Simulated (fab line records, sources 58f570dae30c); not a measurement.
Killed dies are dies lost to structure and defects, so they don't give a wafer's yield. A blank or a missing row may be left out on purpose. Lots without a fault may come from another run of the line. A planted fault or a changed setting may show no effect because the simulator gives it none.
fab line records | flow berkeley_cmos170
record lots=7 wafers=21 last_day=12
route steps=331 shown ACTIVE@63
lots that met no fault: from a run of the same line without faults
start_h: hours from the record's first day to the start of the lot's first wafer shown | wait_h: hours since the lot's step before | " the same as in the row above | L1.1+2: a row that stands for several wafers | - no value, or no start given | * or withheld: withheld | < > ~ a bound
route shown NAME@n: a module of which the file shows steps, and the number in the route of the first | usual: mean/standard deviation of fault-free wafers | same: alike in all rows | chamber/n: place in a boat | sites: the reading at each site | _std_site: their standard deviation | _edge_site: outer sites' mean less inner sites' | radius_mm: how far each site lies from the wafer's centre | mask NAME#n: copy n | behind: the tool/chamber that last shaped the wafer | hold: why the lot was held/for how many hours/how that ended | device: the transistor (n, p or np) that didn't switch | end of line: the same wafers' tests at the end of the route | a step without rows: its recipe alone | killed: dies lost to structure and defects at the first sort, not the wafer's yield | map: a wafer's dies, x killed, . not, _ none there
set.NAME: the setting as run; set.NAME@STEP: as run at that earlier step | model.NAME: the simulator's own value behind a step, which no gauge read
lots at some steps of the route; a table a step, a row a wafer
services: from which hour (start_h, from the record's first day; less than 0 if before it) a tool's chamber was out of use, for how many hours, and why
## steps
# step UCB170_ACTIVE_THK_MEAS_03
# recipe reads=SiO2_of_ACTIVE_OXIDATION_02
# usual ACTIVE_OXIDE_THK=26.3/0.46
# columns lot.wafer tool chamber start_h wait_h ACTIVE_OXIDE_THK[nm]
L405.1 film_metro-01 - 84.03 0.0 27.0
L405.3 " - " " 26.4
L405.4 " - " " 26.3
L416.2 film_metro-02 - 137.25 0.0 25.8
L416.3 " - " " 25.7
L416.5 " - " " 26.4
L418.3 film_metro-01 - 146.93 0.0 26.8
L418.4 " - " " 25.7
L418.6 " - " " 26.1
L419.1 film_metro-01 - 155.09 0.0 25.3
L419.5 " - " " 25.6
L419.6 " - " " 25.5
L421.1 film_metro-04 - 155.09 0.0 25.1
L421.2 " - " " 25.4
L421.3 " - " " 25.8
L420.3 film_metro-02 - 155.14 0.0 26.6
L420.4 " - " " 26.4
L420.5 " - " " 26.3
L426.1 film_metro-02 - 181.88 0.0 26.6
L426.3 " - " " 26.7
L426.4 " - " " 26.5
# step UCB170_ACTIVE_ANNEAL_04
# recipe temp_c=1000 time_s=900 ambient=N2
# step UCB170_ACTIVE_CVD_05
# recipe material=Si3N4 target_thk_nm=220 temp_c=800 precursor=SiH2Cl2/NH3 time_s=3150 pressure_mtorr=200 sih2cl2_flow_sccm=25 nh3_flow_sccm=75
# step UCB170_ACTIVE_THK_MEAS_06
# recipe reads=Si3N4_of_ACTIVE_CVD_05
# usual ACTIVE_NITRIDE_THK=209.6/1.8
# columns lot.wafer tool chamber start_h wait_h ACTIVE_NITRIDE_THK[nm]
L405.1 film_metro-02 - 90.20 0.0 211.1
L405.3 " - " " 210.7
L405.4 " - " " 212.4
L416.2 film_metro-02 - 144.29 0.1 207.8
L416.3 " - " " 207.0
L416.5 " - " " 209.2
L418.3 film_metro-02 - 151.67 0.1 209.0
L418.4 " - " " 208.7
L418.6 " - " " 208.6
L419.1 film_metro-02 - 160.57 0.0 208.0
L419.5 " - " " 208.2
L419.6 " - " " 207.8
L421.1 film_metro-01 - 160.57 0.0 210.8
L421.2 " - " " 210.0
L421.3 " - " " 211.9
L420.3 film_metro-02 - 160.65 0.1 206.8
L420.4 " - " " 209.4
L420.5 " - " " 208.5
L426.1 film_metro-02 - 189.60 0.0 208.9
L426.3 " - " " 206.9
L426.4 " - " " 208.9
# step UCB170_ACTIVE_HMDS_07
# recipe prime_time_s=60 prime_temp_c=100
# step UCB170_ACTIVE_COAT_08
# recipe resist=KrF spin_rpm=1500 resist_thk_nm=900
# step UCB170_ACTIVE_SOFTBAKE_09
# recipe resist=KrF temp_c=130 time_s=60
# step UCB170_ACTIVE_EXPOSE_10
# recipe mask_id=ACTIVE target_cd_nm=1200 na=0.5 sigma_outer=0.6 source_shape=conventional dose_mj=20
# step UCB170_ACTIVE_PEB_11
# recipe peb_temp_c=130 peb_time_s=withheld resist=KrF
# step UCB170_ACTIVE_DEVELOP_12
# recipe developer=TMAH develop_time_s=45 resist=KrF dev_temp_c=21
# step UCB170_ACTIVE_CD_MEAS_13
# recipe target_cd_nm=1200
# usual cd_nm=1199.4/1.4
# columns lot.wafer tool chamber start_h wait_h cd_nm
L405.1 cd_sem-02 - 91.23 - 1197.4
L405.3 " - " " 1197.6
L405.4 " - " " 1197.8
L416.2 cd_sem-01 - 146.59 - 1201.6
L416.3 " - " " 1200.2
L416.5 " - " " 1200.6
L418.3 cd_sem-01 - 152.76 - 1195.8
L418.4 " - " " 1197.9
L418.6 " - " " 1196.1
L421.1 cd_sem-02 - 162.00 - 1199.2
L421.2 " - " " 1198.1
L421.3 " - " " 1197.7
L419.1 cd_sem-01 - 162.28 - 1202.4
L419.5 " - " " 1201.9
L419.6 " - " " 1203.2
L420.3 cd_sem-01 - 162.59 - 1198.7
L420.4 " - " " 1199.1
L420.5 " - " " 1199.9
L426.1 cd_sem-02 - 190.63 - 1199.2
L426.3 " - " " 1198.8
L426.4 " - " " 1199.2
# step UCB170_ACTIVE_OVL_MEAS_14
# usual ACTIVE_OVL=0/6.4
# columns lot.wafer tool chamber start_h wait_h ACTIVE_OVL[nm]
L405.1 overlay-02 - 91.35 0.1 1
L405.3 " - " " -4
L405.4 " - " " -2
L416.2 overlay-01 - 146.70 0.1 2
L416.3 " - " " -15
L416.5 " - " " -8
L418.3 overlay-02 - 152.85 0.1 -6
L418.4 " - " " -17
L418.6 " - " " -14
L421.1 overlay-02 - 162.12 0.1 6
L421.2 " - " " -10
L421.3 " - " " 4
L419.1 overlay-01 - 162.40 0.1 -5
L419.5 " - " " -2
L419.6 " - " " 2
L420.3 overlay-02 - 162.68 0.1 -10
L420.4 " - " " 2
L420.5 " - " " -11
L426.1 overlay-02 - 190.75 0.1 6
L426.3 " - " " 14
L426.4 " - " " 3
# step UCB170_ACTIVE_ETCH_15
# recipe chemistry=CH3F/Ar/O2 target=Si3N4 stop_on=SiO2 CH3F_flow_sccm=20 Ar_flow_sccm=50 O2_flow_sccm=7 pressure_mtorr=50 rf_w=450 target_depth_a=2420 over_etch_frac=0.1 time_s=151
# usual CH3F_flow_sccm=20.00/0.062 O2_flow_sccm=7.000/0.022 drypump_motor_current_A=5.8/0.48 mfc_ar_sccm=49.99/0.15 oes_product_au=0.914/0.014 throttle_valve_pct=7.95/0.13
# columns lot.wafer tool chamber start_h wait_h CH3F_flow_sccm O2_flow_sccm drypump_motor_current_A mfc_ar_sccm oes_product_au rf_hours_counter_h throttle_valve_pct model.KrF_of_ACTIVE_COAT_08.thk_nm model.SiO2_of_ACTIVE_OXIDATION_02.thk_nm
L405.1 rie_diel-01 0 91.38 0.0 19.93 6.963 6.2 50.26 0.927 25 8.15 719.4 22.94
L405.3 " 2 " " 20.11 6.996 4.9 50.02 0.901 10 7.96 727.7 22.85
L405.4 " 3 " " 20.02 6.997 6.5 49.96 0.927 109 7.93 729.5 22.71
L416.2 rie_diel-01 3 146.75 0.0 19.95 7.002 6.5 49.80 0.914 112 7.91 718.8 22.16
L416.3 " 2 " " 20.00 6.995 4.9 50.14 0.898 13 7.94 721.4 22.14
L416.5 " 2 " " 19.94 6.982 4.9 49.99 0.903 - 7.97 720.1 22.87
L418.3 rie_diel-04 2 152.88 0.0 - - - - - - - 882.8 26.83
L418.4 " 1 " " - - - - - - - 880.1 25.79
L418.6 " 3 " " - - - - - - - 882.5 26.06
L421.1 rie_diel-01 1 162.16 0.0 - - - - - - - 886.9 25.12
L421.2 " 2 " " - - - - - - - 886.4 25.42
L421.3 " 3 " " - - - - - - - 885.3 25.81
L419.1 rie_diel-02 2 162.43 0.0 - - - - - - - 885.4 25.37
L419.5 " 0 " " - - - - - - - 885.7 25.59
L419.6 " 3 " " - - - - - - - 886.7 25.57
L420.3 rie_diel-04 1 162.71 0.0 20.04 7.025 5.6 49.99 0.921 56 7.95 732.2 23.08
L420.4 " 3 " " 20.07 7.026 5.6 49.91 0.933 16 7.84 727.2 22.25
L420.5 " 0 " " 20.08 6.995 6.7 50.07 0.886 - 8.18 729.7 22.66
L426.1 rie_diel-04 2 190.78 0.0 20.02 7.003 5.9 50.08 0.908 1 7.95 723 22.84
L426.3 " 3 " " 20.02 6.963 5.6 49.66 0.930 17 7.81 719.8 22.5
L426.4 " 0 " " 19.93 7.034 6.7 50.10 0.882 17 8.19 721.6 22.84
# step UCB170_ACTIVE_STRIP_16
# recipe chemistry=O2 power_w=400 pressure_mtorr=3500 platen_temp_c=withheld o2_flow_sccm=400 overash_fraction=0.5
# usual drypump_motor_current_A=5.94/0.28 oes_product_au=0.721/0.0046 strip_time_to_endpoint_s=18.06/0.11
# columns lot.wafer tool chamber start_h wait_h drypump_motor_current_A oes_product_au rf_hours_counter_h strip_time_to_endpoint_s
L405.1 plasma_asher-03 0 91.48 0.1 5.62 0.722 37 17.97
L405.3 " 0 " " 5.62 0.725 - 18.16
L405.4 " 1 " " 6.04 0.717 - 18.22
L416.2 plasma_asher-02 1 146.85 0.1 6.25 0.718 3 17.95
L416.3 " 1 " " 6.19 0.721 - 18.02
L416.5 " 0 " " 5.75 0.723 - 17.99
L418.3 plasma_asher-04 1 153.01 0.1 6.34 0.744 - 21.56
L418.4 " 0 " " 5.69 0.734 - 21.50
L418.6 " 1 " " 6.33 0.734 - 21.54
L421.1 plasma_asher-04 1 162.26 0.1 6.33 0.734 46 21.65
L421.2 " 0 " " 5.66 0.729 46 21.65
L421.3 " 1 " " 6.33 0.732 - 21.63
L419.1 plasma_asher-03 1 162.53 0.1 6.05 0.738 45 21.62
L419.5 " 0 " " 5.60 0.724 - 21.62
L419.6 " 1 " " 6.06 0.739 - 21.65
L420.3 plasma_asher-04 1 162.84 0.1 6.35 0.728 - 18.26
L420.4 " 0 " " 5.68 0.717 - 18.15
L420.5 " 0 " " 5.69 0.712 - 18.22
L426.1 plasma_asher-03 1 190.88 0.1 6.02 0.717 48 18.05
L426.3 " 0 " " 5.62 0.725 - 17.96
L426.4 " 1 " " 6.04 0.722 - 18.04
# step UCB170_ACTIVE_CD_MEAS_90
# recipe target_cd_nm=1200
# usual cd_nm=1199.4/1.4
# columns lot.wafer tool chamber start_h wait_h cd_nm
L405.1 cd_sem-01 - 91.58 0.1 1196.8
L405.3 " - " " 1197.9
L405.4 " - " " 1197.7
L416.2 cd_sem-01 - 146.97 0.1 1201.7
L416.3 " - " " 1199.8
L416.5 " - " " 1201.0
L418.3 cd_sem-01 - 153.12 0.1 -
L418.4 " - " " -
L418.6 " - " " -
L421.1 cd_sem-02 - 162.36 0.1 -
L421.2 " - " " -
L421.3 " - " " -
L419.1 cd_sem-02 - 162.63 0.1 -
L419.5 " - " " -
L419.6 " - " " -
L420.3 cd_sem-01 - 162.95 0.1 1198.7
L420.4 " - " " 1198.9
L420.5 " - " " 1200.4
L426.1 cd_sem-02 - 190.98 0.1 1199.5
L426.3 " - " " 1198.6
L426.4 " - " " 1199.0
# step UCB170_ACTIVE_CLEAN_17
# recipe chemistry=SPM temp_c=120 time_s=600
## services
# columns tool chamber start_h hours kind
rie_diel-02 0 106.36 - clean
rie_diel-02 0 106.36 27.5 scheduled_down
rie_diel-02 0 106.36 27.5 vent_cycle
plasma_asher-02 - 108.85 9.0 pm
plasma_asher-02 0 108.85 9.0 vent_cycle
plasma_asher-02 1 108.85 9.0 vent_cycle
rie_diel-04 3 115.58 2.4 repair
rie_diel-01 1 116.56 3.9 repair
plasma_asher-02 - 117.85 2.8 pm
plasma_asher-02 0 117.85 - clean
plasma_asher-02 1 117.85 - clean
plasma_asher-03 - 120.55 2.8 pm
rie_diel-02 - 145.34 14.6 pm
rie_diel-01 0 159.44 3.1 repair
rie_diel-02 1 160.91 10.0 repair
rie_diel-04 2 163.45 - clean
rie_diel-04 2 163.45 15.9 scheduled_down
rie_diel-04 2 163.45 15.9 vent_cycle
rie_diel-04 3 168.50 5.2 repair
rie_diel-04 3 174.06 3.8 repair
rie_diel-01 1 187.11 11.5 repair
rie_diel-01 2 188.81 6.6 repair
## key
first_sign step=UCB170_ACTIVE_ETCH_15 reading=tool_record direction=missing
effect step=UCB170_ACTIVE_STRIP_16 reading=strip_time_to_endpoint_s direction=up sigmas=33 usual=* struck=*
effect step=UCB170_ACTIVE_CD_MEAS_90 reading=cd_nm direction=missing
model_effect step=UCB170_ACTIVE_ETCH_15 value=KrF_of_ACTIVE_COAT_08.thk_nm without=723.6 struck=884.7
met_at UCB170_ACTIVE_ETCH_15
struck_wafers L418.3,L418.4,L418.6,L419.1,L419.5,L419.6,L421.1,L421.2,L421.3
later_rows_left_out L418.3,L418.4,L418.6,L419.1,L419.5,L419.6,L421.1,L421.2,L421.3
sort_left_out L418.3,L418.4,L418.6,L419.1,L419.5,L419.6,L421.1,L421.2,L421.3
tester_left_out L418,L419,L421
onset_between 146.75 152.88
fault kind=skipped_step_whole tool=rie_diel-01,rie_diel-02,rie_diel-04 chamber=- onset_h=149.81 steps=UCB170_ACTIVE_ETCH_15 scope=struck_lots_only
# tester_left_out: of these lots the tester's yield and bins aren't shown, on N5 and GAA mostly nor the transistor test; their killed dies are dies lost to structure and defects alone, not to doping, threshold or leakage, so they don't give the yield
# sort_left_out: the simulated sort isn't trusted on such a fault, so these wafers' sort isn't shown, and their yield isn't known
# later_rows_left_out: the simulator's readings of these wafers behind a module that went badly wrong aren't trusted and aren't shown, but for the sort
